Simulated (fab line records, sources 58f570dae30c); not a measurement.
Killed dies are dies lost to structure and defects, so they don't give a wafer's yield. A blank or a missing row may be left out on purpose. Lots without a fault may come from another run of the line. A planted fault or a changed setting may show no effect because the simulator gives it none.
Which tool did it? | flow berkeley_cmos170 | 13 lots, 38 wafers sampled, at 5 steps of a route of 331

WHAT THE GAUGES READ, wafer by wafer
UCB170_PWELL_OVL_MEAS_13.
lot  | measured    | on         | PWELL_OVL (nm)
L292 | day 3 06:14 | overlay-02 | -7 -5 -4
L293 | day 3 10:53 | overlay-01 | 12 2 5
L294 | day 3 10:43 | overlay-02 | -7 -1 -4
L295 | day 3 14:58 | overlay-01 | -3 5 1
L296 | day 4 00:28 | overlay-01 | -1 2 -6
L297 | day 4 00:21 | overlay-02 | 0 1 -2
L298 | day 4 08:19 | overlay-02 | 7 8 -5
L299 | day 4 18:10 | overlay-02 | -6 -5 0
L300 | day 4 18:32 | overlay-02 | 9 0 0
L301 | day 4 23:43 | overlay-02 | 0 6 2
L305 | day 5 22:49 | overlay-02 | -1 2 -15
L306 | day 6 03:10 | overlay-01 | -8 -8
L314 | day 7 22:11 | overlay-01 | 3 -8 3

UCB170_GATE_CD_MEAS_12: target cd 350 nm.
lot  | measured     | on        | cd_nm (nm)
L292 | day 6 12:21  | cd_sem-02 | 350.6 350.7 350.3
L293 | day 6 12:35  | cd_sem-01 | 350.8 351.8 351.6
L294 | day 6 12:53  | cd_sem-01 | 351.0 352.8 352.5
L295 | day 6 21:54  | cd_sem-01 | 348.8 349.5 350.2
L296 | day 6 22:08  | cd_sem-01 | 347.0 347.5 347.8
L297 | day 6 22:17  | cd_sem-01 | 349.4 349.1 349.0
L298 | day 7 11:06  | cd_sem-01 | 350.9 350.5 349.9
L299 | day 7 19:08  | cd_sem-02 | 350.4 349.4 351.3
L300 | day 7 18:59  | cd_sem-01 | 349.2 351.3 350.4
L301 | day 7 18:51  | cd_sem-02 | 351.6 352.1 351.9
L305 | day 8 14:23  | cd_sem-02 | 352.7 351.3 351.7
L306 | day 9 01:05  | cd_sem-01 | 343.2 344.9
L314 | day 10 08:50 | cd_sem-01 | 351.2 349.7 349.2

WHICH TOOL RAN EACH LOT (tool, then ch and the chambers of the sampled wafers, then the start)
lot  | UCB170_ZERO_ETCH_06               | UCB170_PFIELD_STRIP_08              | UCB170_GATE_EXPOSE_09
L292 | rie_diel-03 ch 0,2, day 2 04:52   | plasma_asher-02 ch 0,1, day 4 11:44 | krf_scanner-02 ch 0, day 6 11:58
L293 | rie_diel-01 ch 1,3, day 2 07:56   | plasma_asher-02 ch 0,1, day 4 15:46 | krf_scanner-01 ch 0, day 6 12:11
L294 | rie_diel-02 ch 1,2,3, day 2 08:12 | plasma_asher-02 ch 0,1, day 4 16:34 | krf_scanner-02 ch 0, day 6 12:29
L295 | rie_diel-03 ch 0,2,3, day 2 13:34 | plasma_asher-02 ch 0,1, day 4 22:16 | krf_scanner-01 ch 0, day 6 21:31
L296 | rie_diel-03 ch 0,1,3, day 2 20:25 | plasma_asher-04 ch 0,1, day 5 00:04 | krf_scanner-02 ch 0, day 6 21:45
L297 | rie_diel-01 ch 1,2,3, day 2 22:56 | plasma_asher-04 ch 0,1, day 5 00:20 | krf_scanner-02 ch 0, day 6 21:53
L298 | rie_diel-02 ch 1,2, day 3 05:43   | plasma_asher-04 ch 0,1, day 5 15:54 | krf_scanner-02 ch 0, day 7 10:43
L299 | rie_diel-01 ch 0,3, day 3 10:56   | plasma_asher-04 ch 0,1, day 6 10:09 | krf_scanner-02 ch 0, day 7 18:35
L300 | rie_diel-01 ch 0,1,2, day 3 16:03 | plasma_asher-02 ch 0,1, day 6 10:23 | krf_scanner-01 ch 0, day 7 18:20
L301 | rie_diel-03 ch 1,2, day 3 23:07   | plasma_asher-03 ch 0,1, day 6 10:25 | krf_scanner-01 ch 0, day 7 18:14
L305 | rie_diel-01 ch 1,3, day 4 16:37   | plasma_asher-02 ch 0,1, day 7 01:01 | krf_scanner-02 ch 0, day 8 13:33
L306 | rie_diel-02 ch 2,3, day 4 19:42   | plasma_asher-03 ch 0,1, day 7 10:28 | krf_scanner-01 ch 0, day 9 00:41
L314 | rie_diel-03 ch 1,2,3, day 6 12:07 | plasma_asher-04 ch 0,1, day 8 22:02 | krf_scanner-02 ch 0, day 10 08:05
- UCB170_ZERO_ETCH_06: etches SiO2 in CHF3/CF4/Ar, time 12 s.
- UCB170_PFIELD_STRIP_08: strips in O2.
- UCB170_GATE_EXPOSE_09: exposes mask POLY, target cd 350 nm.

WHAT THE TOOLS THEMSELVES READ (means of the sampled wafers that have a number; where no wafer has one, the mark that the record gives instead)
UCB170_ZERO_ETCH_06.
lot  | tool        | drypump_motor_current_A (A) | oes_product_au (a.u.) | throttle_valve_pct (%)
L292 | rie_diel-03 | 6.0                         | 0.614                 | 9.24
L293 | rie_diel-01 | 5.8                         | 0.612                 | 9.01
L294 | rie_diel-02 | 5.6                         | 0.626                 | 9.11
L295 | rie_diel-03 | 5.6                         | 0.613                 | 9.24
L296 | rie_diel-03 | 5.3                         | 0.615                 | 9.29
L297 | rie_diel-01 | 5.8                         | 0.619                 | 9.11
L298 | rie_diel-02 | 5.8                         | 0.627                 | 9.02
L299 | rie_diel-01 | 5.6                         | 0.598                 | 9.13
L300 | rie_diel-01 | 5.8                         | 0.618                 | 9.13
L301 | rie_diel-03 | 6.0                         | 0.612                 | 9.33
L305 | rie_diel-01 | 5.7                         | 0.610                 | 9.04
L306 | rie_diel-02 | 5.3                         | 0.627                 | 9.16
L314 | rie_diel-03 | 5.5                         | 0.614                 | 9.33

UCB170_PFIELD_STRIP_08.
lot  | tool            | drypump_motor_current_A (A) | oes_product_au (a.u.) | strip_time_to_endpoint_s (s)
L292 | plasma_asher-02 | 5.98                        | 0.737                 | 21.55
L293 | plasma_asher-02 | 6.00                        | 0.734                 | 21.63
L294 | plasma_asher-02 | 5.78                        | 0.736                 | 21.69
L295 | plasma_asher-02 | 5.81                        | 0.735                 | 21.78
L296 | plasma_asher-04 | 6.09                        | 0.734                 | 21.66
L297 | plasma_asher-04 | 6.18                        | 0.736                 | 21.60
L298 | plasma_asher-04 | 6.18                        | 0.737                 | 21.59
L299 | plasma_asher-04 | 6.18                        | 0.737                 | 21.65
L300 | plasma_asher-02 | 5.80                        | 0.734                 | 21.63
L301 | plasma_asher-03 | 5.77                        | 0.735                 | 21.66
L305 | plasma_asher-02 | 6.02                        | 0.736                 | 21.57
L306 | plasma_asher-03 | 5.85                        | 0.738                 | 21.59
L314 | plasma_asher-04 | 6.19                        | 0.736                 | 21.56

UCB170_GATE_EXPOSE_09.
lot  | tool           | exposure_dose_mJ_cm2
L292 | krf_scanner-02 | 20.991
L293 | krf_scanner-01 | 20.976
L294 | krf_scanner-02 | 21.014
L295 | krf_scanner-01 | 20.996
L296 | krf_scanner-02 | 20.978
L297 | krf_scanner-02 | 21.009
L298 | krf_scanner-02 | 20.961
L299 | krf_scanner-02 | 21.013
L300 | krf_scanner-01 | 20.985
L301 | krf_scanner-01 | 21.012
L305 | krf_scanner-02 | 21.005
L306 | krf_scanner-01 | 20.901
L314 | krf_scanner-02 | 21.029

THE ANSWER, worked out from the rows above alone
Rule: what is usual is taken from the lots themselves. Put in order of their means at a reading, lots are off if they are a third of the lots or fewer, leave a main group of 4 or more, and stand apart from it by a gap of 3 or more times the standard deviation of the main group's means; of several such gaps the widest counts. A main group whose means are all the same, to the digits that the tables above print for the reading, isn't used. A lot without any number at a reading at which 4 lots or more have one is off too. The other lots that the step has rows for count as sound. The gauges are gone through in route order, then the tools' own readings, and for those a lot's mean is taken as printed above. The first step at which some lot is off is used, and at that step the reading that is off furthest; a lot without a number counts as furthest.
Off: L306, at UCB170_GATE_EXPOSE_09 (exposure_dose_mJ_cm2). The main group: mean 20.997, standard deviation 0.019.
A tool fits if, at that step or a process step before it, it ran every lot that is off, and no sound lot after the first of them. Can't be told from this: 3 tools fit, rie_diel-02 at UCB170_ZERO_ETCH_06, plasma_asher-03 at UCB170_PFIELD_STRIP_08, krf_scanner-01 at UCB170_GATE_EXPOSE_09.

WHAT THE SIMULATOR HAD PUT IN
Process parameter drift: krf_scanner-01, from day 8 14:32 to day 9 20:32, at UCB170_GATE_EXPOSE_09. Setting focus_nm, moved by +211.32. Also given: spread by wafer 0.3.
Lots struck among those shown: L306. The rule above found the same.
